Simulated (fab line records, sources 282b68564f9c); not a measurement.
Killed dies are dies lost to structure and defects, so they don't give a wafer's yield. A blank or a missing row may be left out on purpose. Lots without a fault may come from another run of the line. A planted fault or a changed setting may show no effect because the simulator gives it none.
fab line records | flow rit_cmos
record lots=13 wafers=39 last_day=6
route steps=202 shown PLDD@120 CONTACT@173 M1@193
lots that met no fault: from a run of the same line without faults
start_h: hours from the record's first day to the start of the lot's first wafer shown | wait_h: hours since the lot's step before | " the same as in the row above | L1.1+2: a row that stands for several wafers | - no value, or no start given | * or withheld: withheld | < > ~ a bound
route shown NAME@n: a module of which the file shows steps, and the number in the route of the first | usual: mean/standard deviation of fault-free wafers | same: alike in all rows | chamber/n: place in a boat | sites: the reading at each site | _std_site: their standard deviation | _edge_site: outer sites' mean less inner sites' | radius_mm: how far each site lies from the wafer's centre | mask NAME#n: copy n | behind: the tool/chamber that last shaped the wafer | hold: why the lot was held/for how many hours/how that ended | device: the transistor (n, p or np) that didn't switch | end of line: the same wafers' tests at the end of the route | a step without rows: its recipe alone | killed: dies lost to structure and defects at the first sort, not the wafer's yield | map: a wafer's dies, x killed, . not, _ none there
set.NAME: the setting as run; set.NAME@STEP: as run at that earlier step | model.NAME: the simulator's own value behind a step, which no gauge read
steps of the route over a sample of lots; a table a step, a row a wafer
services: from which hour (start_h, from the record's first day; less than 0 if before it) a tool's chamber was out of use, for how many hours, and why
## steps
# step RIT_PLDD_OVL_MEAS_06
# usual PLDD_OVL=0.0/1.5
# columns lot.wafer tool chamber start_h wait_h PLDD_OVL[nm]
L891.2 overlay-02 - 42.68 - 1.9
L891.3 " - " " -0.1
L891.5 " - " " 0.8
L892.4 overlay-01 - 47.20 - 0.4
L892.5 " - " " 1.4
L892.6 " - " " -1.7
L893.1 overlay-02 - 53.56 - -3.5
L893.3 " - " " -3.2
L893.5 " - " " -0.6
L894.2 overlay-02 - 59.11 - -0.2
L894.3 " - " " 0.1
L894.5 " - " " -1.5
L895.1 overlay-02 - 63.67 - 0.8
L895.4 " - " " 0.8
L895.6 " - " " 3.5
L896.2 overlay-01 - 67.13 - 1.9
L896.3 " - " " 2.3
L896.4 " - " " 1.3
L897.2 overlay-01 - 72.04 - 0.3
L897.3 " - " " 0.4
L897.4 " - " " 0.0
L898.1 overlay-02 - 78.77 - -2.5
L898.3 " - " " -2.6
L898.6 " - " " -1.3
L899.4 overlay-01 - 83.57 - -0.1
L899.5 " - " " 1.9
L899.6 " - " " 0.9
L900.1 overlay-02 - 87.82 - -0.9
L900.3 " - " " 0.6
L900.6 " - " " 0.6
L901.1 overlay-01 - 93.47 - -0.1
L901.2 " - " " 0.1
L901.3 " - " " -0.4
L907.2 overlay-01 - 123.68 - 0.1
L907.5 " - " " 3.0
L907.6 " - " " 2.2
L910.3 overlay-01 - 139.35 - 0.8
L910.5 " - " " 1.0
L910.6 " - " " 0.8
# step RIT_CONTACT_EXPOSE_05
# recipe mask_id=M11 na=0.6 source_shape=conventional sigma_outer=0.5 target_cd_nm=1000 dose_mj=250
# usual exposure_dose_mJ_cm2=249.92/0.26 focus_offset_nm=0.0/0.55
# columns lot.wafer tool chamber start_h wait_h mask exposure_dose_mJ_cm2 focus_offset_nm
L891.2 iline_stepper-02 0 51.21 0.1 M11#0 249.98 0.2
L891.3 " 0 " " M11#0 250.28 0.0
L891.5 " 0 " " M11#0 250.00 -0.8
L892.4 iline_stepper-01 0 55.32 0.2 M11#0 250.34 -0.5
L892.5 " 0 " " M11#0 249.97 -0.2
L892.6 " 0 " " M11#0 249.98 -0.3
L893.1 iline_stepper-02 0 62.19 0.2 M11#0 250.37 0.2
L893.3 " 0 " " M11#0 250.27 -0.4
L893.5 " 0 " " M11#0 249.84 -0.5
L894.2 iline_stepper-01 0 68.48 0.2 M11#0 249.65 1.2
L894.3 " 0 " " M11#0 249.84 0.2
L894.5 " 0 " " M11#0 249.75 0.5
L895.1 iline_stepper-01 0 71.85 0.1 M11#0 250.12 -0.6
L895.4 " 0 " " M11#0 249.85 -0.1
L895.6 " 0 " " M11#0 249.80 -0.5
L896.2 iline_stepper-01 0 75.34 0.1 M11#0 249.54 -0.6
L896.3 " 0 " " M11#0 250.05 -0.1
L896.4 " 0 " " M11#0 250.22 0.2
L897.2 iline_stepper-01 0 80.22 0.1 M11#0 249.72 0.4
L897.3 " 0 " " M11#0 249.70 0.0
L897.4 " 0 " " M11#0 249.62 0.6
L898.1 iline_stepper-02 0 86.86 0.2 M11#0 250.18 -0.8
L898.3 " 0 " " M11#0 250.36 -1.2
L898.6 " 0 " " M11#0 249.97 -0.7
L899.4 iline_stepper-02 0 92.67 0.1 M11#0 249.28 0.2
L899.5 " 0 " " M11#0 249.72 0.2
L899.6 " 0 " " M11#0 249.84 -0.7
L900.1 iline_stepper-02 0 95.96 0.1 M11#0 249.61 0.3
L900.3 " 0 " " M11#0 249.85 0.6
L900.6 " 0 " " M11#0 250.04 1.0
L901.1 iline_stepper-02 0 101.54 0.1 M11#0 250.07 0.4
L901.2 " 0 " " M11#0 250.10 -0.6
L901.3 " 0 " " M11#0 250.25 -0.4
L907.2 iline_stepper-02 0 131.63 0.1 M11#0 250.34 0.0
L907.5 " 0 " " M11#0 250.37 -0.2
L907.6 " 0 " " M11#0 250.10 0.1
L910.3 iline_stepper-01 0 147.88 0.2 M11#0 248.32 0.2
L910.5 " 0 " " M11#0 248.54 -0.7
L910.6 " 0 " " M11#0 248.69 -0.5
# step RIT_CONTACT_STRIP_12
# recipe chemistry=O2 time_s=180 resist=NOVOLAK platen_temp_c=withheld power_w=500 pressure_mtorr=4000 o2_flow_sccm=4000
# usual drypump_motor_current_A=5.5/0.54
# columns lot.wafer tool chamber start_h wait_h drypump_motor_current_A rf_hours_counter_h
L891.2 plasma_asher-03 1 52.25 0.1 6.1 24
L891.3 " 0 " " 4.9 -
L891.5 " 1 " " 6.1 -
L892.4 plasma_asher-03 1 56.34 0.2 6.1 -
L892.5 " 0 " " 5.0 -
L892.6 " 1 " " 6.1 -
L893.1 plasma_asher-03 1 63.20 0.1 6.1 25
L893.3 " 1 " " 6.1 -
L893.5 " 0 " " 4.9 -
L894.2 plasma_asher-01 0 69.47 0.1 5.2 43
L894.3 " 0 " " 5.2 -
L894.5 " 1 " " 5.9 -
L895.1 plasma_asher-01 0 73.06 0.1 5.2 44
L895.4 " 0 " " 5.2 -
L895.6 " 1 " " 6.0 -
L896.2 plasma_asher-03 1 76.34 0.1 6.1 27
L896.3 " 1 " " 6.1 -
L896.4 " 0 " " 4.9 -
L897.2 plasma_asher-01 0 81.22 0.1 5.2 45
L897.3 " 0 " " 5.2 -
L897.4 " 1 " " 5.9 -
L898.1 plasma_asher-03 1 87.88 0.1 6.1 29
L898.3 " 0 " " 4.9 -
L898.6 " 0 " " 4.9 -
L899.4 plasma_asher-03 0 93.69 0.2 4.9 -
L899.5 " 1 " " 6.1 -
L899.6 " 0 " " 4.9 -
L900.1 plasma_asher-01 1 97.33 0.1 6.0 47
L900.3 " 1 " " 6.0 -
L900.6 " 0 " " 5.2 -
L901.1 plasma_asher-02 0 102.56 0.1 6.2 43
L901.2 " 1 " " 4.9 43
L901.3 " 0 " " 6.1 -
L907.2 plasma_asher-03 0 132.63 0.1 4.9 34
L907.5 " 0 " " 4.9 -
L907.6 " 1 " " 6.1 -
L910.3 plasma_asher-02 1 148.92 0.2 4.9 -
L910.5 " 1 " " 4.9 -
L910.6 " 0 " " 6.1 -
# step RIT_M1_CD_MEAS_09
# recipe target_cd_nm=2600
# usual cd_nm=2600.8/2.1
# columns lot.wafer tool chamber start_h wait_h cd_nm
L891.2 cd_sem-01 - 54.27 - 2603.2
L891.3 " - " " 2600.9
L891.5 " - " " 2601.5
L892.4 cd_sem-01 - 58.34 - 2597.9
L892.5 " - " " 2597.0
L892.6 " - " " 2597.8
L893.1 cd_sem-01 - 65.45 - 2600.2
L893.3 " - " " 2600.0
L893.5 " - " " 2601.9
L894.2 cd_sem-01 - 71.77 - 2599.4
L894.3 " - " " 2601.2
L894.5 " - " " 2600.7
L895.1 cd_sem-01 - 75.09 - 2602.0
L895.4 " - " " 2600.5
L895.6 " - " " 2599.3
L896.2 cd_sem-01 - 78.50 - 2603.8
L896.3 " - " " 2603.3
L896.4 " - " " 2604.5
L897.2 cd_sem-02 - 83.38 - 2600.4
L897.3 " - " " 2601.6
L897.4 " - " " 2598.3
L898.1 cd_sem-01 - 89.88 - 2600.4
L898.3 " - " " 2598.9
L898.6 " - " " 2599.8
L899.4 cd_sem-02 - 95.69 - 2600.5
L899.5 " - " " 2602.0
L899.6 " - " " 2603.8
L900.1 cd_sem-02 - 99.45 - 2600.4
L900.3 " - " " 2600.4
L900.6 " - " " 2600.6
L901.1 cd_sem-01 - 104.56 - 2597.7
L901.2 " - " " 2595.6
L901.3 " - " " 2598.4
L907.2 cd_sem-02 - 134.90 - 2600.2
L907.5 " - " " 2598.5
L907.6 " - " " 2598.5
L910.3 cd_sem-01 - 151.03 - 2598.9
L910.5 " - " " 2597.3
L910.6 " - " " 2597.4
# step RIT_M1_PROBE_99
# usual killed_at_M0_to_M3=0.0/0.16 killed_at_contacts=0.1/0.3 killed_at_front_end=7.1/3 killed_dies=7.3/3 killed_on_rim=1.9/1.3 killed_open=3.6/2 killed_short=3.5/1.9
# same gross_dies=264 killed_at_M4_up=0 killed_at_back_side=0 killed_at_other=0
# columns lot.wafer tool chamber start_h wait_h killed_at_M0_to_M3 killed_at_contacts killed_at_front_end killed_dies killed_on_rim killed_open killed_short
L891.2 prober-01 - 56.96 0.1 0 0 9 9 3 5 3
L891.3 prober-01 - 57.01 0.2 0 0 10 10 2 5 4
L891.5 prober-01 - 57.11 0.2 0 0 11 11 3 3 6
L892.4 prober-02 - 61.09 0.2 0 0 11 11 3 5 6
L892.5 prober-02 - 61.14 0.2 0 0 8 8 2 6 2
L892.6 prober-02 - 61.19 0.2 0 0 12 12 4 4 8
L893.1 prober-01 - 68.17 0.1 0 0 8 8 2 2 6
L893.3 prober-01 - 68.27 0.2 0 0 9 9 2 4 5
L893.5 prober-01 - 68.37 0.2 0 0 11 11 0 6 5
L894.2 prober-02 - 74.51 0.1 1 0 7 8 1 4 3
L894.3 prober-02 - 74.56 0.2 1 0 3 4 0 0 3
L894.5 prober-02 - 74.66 0.2 0 0 13 13 5 7 6
L895.1 prober-01 - 78.47 0.1 0 0 5 5 3 2 3
L895.4 prober-01 - 78.62 0.2 0 0 9 9 3 4 5
L895.6 prober-01 - 78.72 0.2 0 0 8 8 2 2 6
L896.2 prober-02 - 81.20 0.1 0 0 6 6 1 5 1
L896.3 prober-02 - 81.25 0.2 0 0 13 13 1 9 4
L896.4 prober-02 - 81.30 0.2 0 0 5 5 2 3 2
L897.2 prober-01 - 86.07 0.1 0 0 7 7 3 2 5
L897.3 prober-01 - 86.12 0.2 0 0 7 7 0 4 3
L897.4 prober-01 - 86.17 0.2 0 0 3 3 0 1 2
L898.1 prober-02 - 92.59 0.1 0 0 9 9 3 4 3
L898.3 prober-02 - 92.69 0.2 0 0 7 7 1 2 5
L898.6 prober-02 - 92.84 0.2 0 0 7 7 2 4 3
L899.4 prober-01 - 99.41 0.2 0 0 13 13 3 7 6
L899.5 prober-01 - 99.46 0.2 0 0 4 4 1 4 0
L899.6 prober-01 - 99.51 0.2 0 0 8 8 1 4 4
L900.1 prober-02 - 102.21 0.1 0 0 4 4 2 1 3
L900.3 prober-02 - 102.31 0.2 0 0 5 5 2 4 1
L900.6 prober-02 - 102.46 0.2 0 0 3 3 1 1 2
L901.1 prober-01 - 108.49 0.1 0 0 11 11 3 5 6
L901.2 prober-01 - 108.54 0.1 0 0 11 11 1 7 4
L901.3 prober-01 - 108.59 0.2 0 0 11 11 5 6 5
L907.2 prober-01 - 138.42 0.1 0 0 1 1 0 1 0
L907.5 prober-01 - 138.57 0.2 0 0 2 2 0 1 1
L907.6 prober-01 - 138.62 0.2 0 0 8 8 1 4 4
L910.3 prober-02 - 154.16 0.2 0 0 6 6 3 3 3
L910.5 prober-02 - 154.26 0.2 0 0 4 4 2 3 1
L910.6 prober-02 - 154.31 0.2 0 2 7 9 1 4 5
# killed by level:class
L891.2 GATE:geometric_particle:open=2 FOX1:geometric_particle:open=1 FOX2:geometric_particle:open=1 GATE:geometric_particle:short=1 REOX:geometric_particle:short=1 SPACER:geometric_particle:short=1 SILICIDE:geometric_particle:open=1 GATE:coat_microbubble_printed=1
L891.3 GATE:geometric_particle:open=4 GATE:geometric_particle:short=3 FOX2:geometric_particle:open=1 SPACER:geometric_particle:short=1 PWELL:coat_microbubble_printed=1
L891.5 SPACER:geometric_particle:short=3 GATE:geometric_particle:open=2 GATE:geometric_particle:short=2 PWELL:coat_microbubble_printed=2 SPACER:geometric_particle:open=1 SILICIDE:geometric_particle:short=1
L892.4 FOX1:geometric_particle:short=3 GATE:geometric_particle:open=3 FOX1:geometric_particle:open=1 FOX2:geometric_particle:open=1 REOX:geometric_particle:short=1 SPACER:geometric_particle:short=1 SILICIDE:geometric_particle:short=1
L892.5 GATE:geometric_particle:open=2 SILICIDE:geometric_particle:open=2 FOX2:geometric_particle:open=1 GATE:geometric_particle:short=1 REOX:geometric_particle:open=1 REOX:geometric_particle:short=1
L892.6 GATE:geometric_particle:open=4 GATE:geometric_particle:short=3 FOX1:geometric_particle:short=2 SPACER:geometric_particle:short=2 FOX2:geometric_particle:short=1
L893.1 SPACER:geometric_particle:short=3 GATE:geometric_particle:short=1 REOX:geometric_particle:open=1 REOX:geometric_particle:short=1 SILICIDE:geometric_particle:open=1 SILICIDE:geometric_particle:short=1
L893.3 GATE:geometric_particle:short=3 GATE:geometric_particle:open=3 SPACER:geometric_particle:open=1 SPACER:geometric_particle:short=1 SILICIDE:geometric_particle:short=1
L893.5 GATE:geometric_particle:short=3 GATE:geometric_particle:open=2 SPACER:geometric_particle:short=2 FOX2:geometric_particle:open=1 REOX:geometric_particle:open=1 SPACER:geometric_particle:open=1 SILICIDE:geometric_particle:open=1
L894.2 GATE:geometric_particle:open=3 GATE:geometric_particle:short=3 REOX:geometric_particle:open=1 M1:coat_microbubble_printed=1
L894.3 ACTIVE:geometric_particle:short=1 GATE:geometric_particle:short=1 SILICIDE:geometric_particle:short=1 M1:coat_microbubble_printed=1
L894.5 GATE:geometric_particle:short=4 GATE:geometric_particle:open=3 FOX2:geometric_particle:open=2 REOX:geometric_particle:open=2 SPACER:geometric_particle:short=1 SILICIDE:geometric_particle:short=1
L895.1 GATE:geometric_particle:short=3 GATE:geometric_particle:open=1 SPACER:geometric_particle:open=1
L895.4 GATE:geometric_particle:short=3 GATE:geometric_particle:open=2 ACTIVE:geometric_particle:short=1 FOX2:geometric_particle:open=1 REOX:geometric_particle:open=1 SPACER:geometric_particle:short=1
L895.6 GATE:geometric_particle:short=4 FOX1:geometric_particle:short=1 FOX1:geometric_particle:open=1 FOX2:geometric_particle:short=1 GATE:geometric_particle:open=1
L896.2 GATE:geometric_particle:open=3 FOX2:geometric_particle:open=1 GATE:geometric_particle:short=1 SPACER:geometric_particle:open=1
L896.3 GATE:geometric_particle:open=5 FOX1:geometric_particle:open=2 FOX1:geometric_particle:short=1 FOX2:geometric_particle:open=1 FOX2:geometric_particle:short=1 GATE:geometric_particle:short=1 REOX:geometric_particle:short=1 SPACER:geometric_particle:open=1
L896.4 GATE:geometric_particle:open=2 FOX1:geometric_particle:short=1 FOX2:geometric_particle:open=1 GATE:geometric_particle:short=1
L897.2 GATE:geometric_particle:short=4 GATE:geometric_particle:open=2 FOX1:geometric_particle:short=1
L897.3 GATE:geometric_particle:short=2 REOX:geometric_particle:open=2 FOX1:geometric_particle:open=1 REOX:geometric_particle:short=1 SILICIDE:geometric_particle:open=1
L897.4 GATE:geometric_particle:short=2 GATE:geometric_particle:open=1
L898.1 REOX:geometric_particle:open=2 GATE:coat_microbubble_printed=2 FOX1:geometric_particle:short=1 FOX2:geometric_particle:short=1 GATE:geometric_particle:short=1 GATE:geometric_particle:open=1 SILICIDE:geometric_particle:open=1
L898.3 REOX:geometric_particle:short=2 SPACER:geometric_particle:short=2 FOX1:geometric_particle:open=1 GATE:geometric_particle:short=1 GATE:geometric_particle:open=1
L898.6 SPACER:geometric_particle:open=2 FOX2:geometric_particle:open=1 FOX2:geometric_particle:short=1 GATE:geometric_particle:open=1 GATE:geometric_particle:short=1 REOX:geometric_particle:short=1
L899.4 GATE:geometric_particle:open=3 GATE:geometric_particle:short=3 FOX1:geometric_particle:open=2 SPACER:geometric_particle:short=2 REOX:geometric_particle:short=1 REOX:geometric_particle:open=1 SILICIDE:geometric_particle:open=1
L899.5 SPACER:geometric_particle:open=2 FOX1:geometric_particle:open=1 GATE:geometric_particle:open=1
L899.6 GATE:geometric_particle:short=3 FOX2:geometric_particle:open=1 GATE:geometric_particle:open=1 REOX:geometric_particle:open=1 SILICIDE:geometric_particle:short=1 SILICIDE:geometric_particle:open=1
L900.1 SILICIDE:geometric_particle:short=2 GATE:geometric_particle:open=1 REOX:geometric_particle:short=1
L900.3 SILICIDE:geometric_particle:open=2 FOX1:geometric_particle:open=1 GATE:geometric_particle:open=1 GATE:geometric_particle:short=1
L900.6 SPACER:geometric_particle:short=1 SILICIDE:geometric_particle:short=1 SILICIDE:geometric_particle:open=1
L901.1 FOX1:geometric_particle:short=3 GATE:geometric_particle:short=2 REOX:geometric_particle:open=2 FOX1:geometric_particle:open=1 REOX:geometric_particle:short=1 SPACER:geometric_particle:open=1 SILICIDE:geometric_particle:open=1
L901.2 SPACER:geometric_particle:open=3 REOX:geometric_particle:open=2 REOX:geometric_particle:short=2 GATE:geometric_particle:open=1 GATE:geometric_particle:short=1 SILICIDE:geometric_particle:short=1 SILICIDE:geometric_particle:open=1
L901.3 REOX:geometric_particle:open=3 FOX1:geometric_particle:short=2 SPACER:geometric_particle:open=2 REOX:geometric_particle:short=1 SPACER:geometric_particle:short=1 SILICIDE:geometric_particle:open=1 SILICIDE:geometric_particle:short=1
L907.2 REOX:geometric_particle:open=1
L907.5 GATE:geometric_particle:short=1 REOX:geometric_particle:open=1
L907.6 GATE:geometric_particle:open=2 GATE:geometric_particle:short=2 FOX2:geometric_particle:short=1 REOX:geometric_particle:short=1 SPACER:geometric_particle:open=1 SILICIDE:geometric_particle:open=1
L910.3 GATE:geometric_particle:open=2 GATE:geometric_particle:short=2 SPACER:geometric_particle:open=1 SILICIDE:geometric_particle:short=1
L910.5 GATE:geometric_particle:open=1 GATE:geometric_particle:short=1 SPACER:geometric_particle:open=1 SILICIDE:geometric_particle:open=1
L910.6 GATE:geometric_particle:open=3 CONTACT:geometric_particle:short=2 FOX1:geometric_particle:short=1 GATE:geometric_particle:short=1 SILICIDE:geometric_particle:short=1 SILICIDE:geometric_particle:open=1
## services
# columns tool chamber start_h hours kind
iline_stepper-02 - 43.30 1.7 pm
plasma_asher-03 - 44.61 4.5 repair
iline_stepper-01 - 87.55 1.0 repair
plasma_asher-02 - 108.75 9.0 pm
plasma_asher-02 0 108.75 9.0 vent_cycle
plasma_asher-02 1 108.75 9.0 vent_cycle
plasma_asher-03 - 110.13 0.6 repair
plasma_asher-02 0 117.75 - clean
plasma_asher-02 1 117.75 - clean
plasma_asher-02 - 120.17 14.6 pm
iline_stepper-02 - 148.39 4.4 pm
## key
first_sign step=RIT_CONTACT_EXPOSE_05 reading=exposure_dose_mJ_cm2 direction=down sigmas=5.4 usual=249.92 struck=248.52
effect none on later readings
met_at RIT_CONTACT_EXPOSE_05
struck_lots L910
tester_left_out L910
loop_trim step=RIT_CONTACT_EXPOSE_05 setting=dose lots=L910
not_acting_at RIT_PLDD_OVL_MEAS_06,RIT_CONTACT_STRIP_12,RIT_M1_CD_MEAS_09
onset_between 80.22 147.88
fault kind=process_parameter_drift tool=iline_stepper-01 chamber=- onset_h=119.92 steps=RIT_CONTACT_EXPOSE_05 channel=focus_nm offset=354.86 spread_by_wafer=0.3 shape=step end_h=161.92
# tester_left_out: of these lots the tester's yield and bins aren't shown, on N5 and GAA mostly nor the transistor test; their killed dies are dies lost to structure and defects alone, not to doping, threshold or leakage, so they don't give the yield
# loop_trim: a control loop set the setting to another value than it would have without faults
